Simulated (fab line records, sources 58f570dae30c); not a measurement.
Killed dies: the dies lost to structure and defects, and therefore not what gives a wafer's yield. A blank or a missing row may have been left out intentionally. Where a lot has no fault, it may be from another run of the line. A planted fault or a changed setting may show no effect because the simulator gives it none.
Chamber matching	flow berkeley-cmos170	UCB170_V1_CMP_02 on cmp-02: 4 sister chambers
The step polishes SiO2. 4 wafers are shown with their chamber, then 7 later ones without.

== EACH WAFER AND ITS CHAMBER ==
wafer	chamber	motor-current-A (A)
L247.3	3	17.0
L247.4	2	17.8
L251.2	1	16.7
L251.3	0	14.6

== WAFERS WHOSE CHAMBER IS MISSING ==
wafer	motor-current-A (A)
L251.4	18.8
L252.3	17.8
L252.5	16.7
L252.6	17.4
L253.2	18.2
L253.4	13.4
L253.5	14.0

== CHAMBER TAKEN BY EACH ==
wafer	from the rows above	in truth
L251.4	can't be placed: 2 or 3 or 1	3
L252.3	can't be placed: 2 or 3 or 1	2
L252.5	can't be placed: 1 or 3 or 2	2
L252.6	can't be placed: 3 or 2 or 1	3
L253.2	can't be placed: 2 or 3 or 1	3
L253.4	0	0
L253.5	0	0
Correctly placed: 2 of 7. Unplaceable from these rows: 5, with the true chamber sitting among the candidates in 5. Placed wrongly: 0.
How it was worked out, from the rows above alone: a wafer's distance from a chamber is the root of the sum, over the readings, of the square of ((its reading less the chamber's mean) divided by the reading's scatter). If the next closest chamber is less than 2 further off than the closest, the wafer can't be placed; otherwise it belongs to the closest. Each chamber's mean is taken over the wafers shown for it. The scatter: root of mean squared gap, hidden wafer to nearest shown wafer, with one shown wafer a chamber.
